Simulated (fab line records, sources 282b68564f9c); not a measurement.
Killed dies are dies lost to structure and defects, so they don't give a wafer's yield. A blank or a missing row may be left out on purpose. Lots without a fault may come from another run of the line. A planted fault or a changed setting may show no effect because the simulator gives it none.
A struck lot beside a sound one | flow rit_cmos | 14 steps out of a route of 202
Sound: wafers L949.1, L949.3, L949.6. Struck: wafers L957.2, L957.4, L957.6. The cause comes at the end.
At each step with rows: each side's tool, then ch and its chambers, then its first start. Under that, the readings that differ: sound wafers | struck wafers | difference of the means | sigmas: that difference in standard deviations of wafers without a fault.
alike: readings whose means differ by less than 2 such deviations, and words and numbers that are the same on both sides. not compared: withheld readings, readings that some wafer has no value for, bounds like >300 that may hide the same value, and numbers for which the record gives no deviation and whose values overlap.
The two part at a step that has a row with sigmas, a row that says differs or no value, or rows on one side only. Numbers that don't overlap but have no deviation are shown without sigmas and don't part them. A reading that every wafer of one side lacks parts them only if that side has two wafers or more.

first, 4 steps without rows for these wafers: RIT_NSD_SOFTBAKE_02 (time 60 s); RIT_NSD_EXPOSE_03 (exposes mask M9, target cd 40700 nm); RIT_NSD_PEB_04; RIT_NSD_DEVELOP_05 (develop time 50 s).
RIT_NSD_OVL_MEAS_06:
  sound on overlay-01, day 4 10:43; struck on overlay-01, day 5 21:43
  alike: NSD_OVL
then, 2 steps without rows for these wafers: RIT_NSD_HARDBAKE_07 (time 60 s); RIT_NSD_IMPLANT_08.
RIT_NSD_STRIP_09: strips in O2, time 180 s.
  sound on plasma_asher-02 ch 0,1, day 4 11:03; struck on plasma_asher-03 ch 0,1, day 5 22:02
  alike: drypump_motor_current_A
  not compared: rf_hours_counter_h
RIT_NSD_TW_MEAS_10:
  sound on film_metro-02, day 4 11:13; struck on film_metro-03, day 5 22:14
  alike: NSD_TW
then, 3 steps without rows for these wafers: RIT_PSD_HMDS_00 (prime time 60 s); RIT_PSD_COAT_01 (resist thk 1000 nm); RIT_PSD_SOFTBAKE_02 (time 60 s).
RIT_PSD_EXPOSE_03: exposes mask M10, target cd 40900 nm.
  sound on iline_stepper-02 ch 0, day 4 11:52; struck on iline_stepper-01, day 5 22:58
  no value came back on the struck wafers for exposure_dose_mJ_cm2, focus_offset_nm (nm), na; on the sound wafers exposure_dose_mJ_cm2 reads 250.03 250.26 250.10
  alike: mask
then, 1 step without rows for these wafers: RIT_PSD_PEB_04.

WHERE THEY PART
Only at RIT_PSD_EXPOSE_03, within this record.

WHY: what the simulator had put in
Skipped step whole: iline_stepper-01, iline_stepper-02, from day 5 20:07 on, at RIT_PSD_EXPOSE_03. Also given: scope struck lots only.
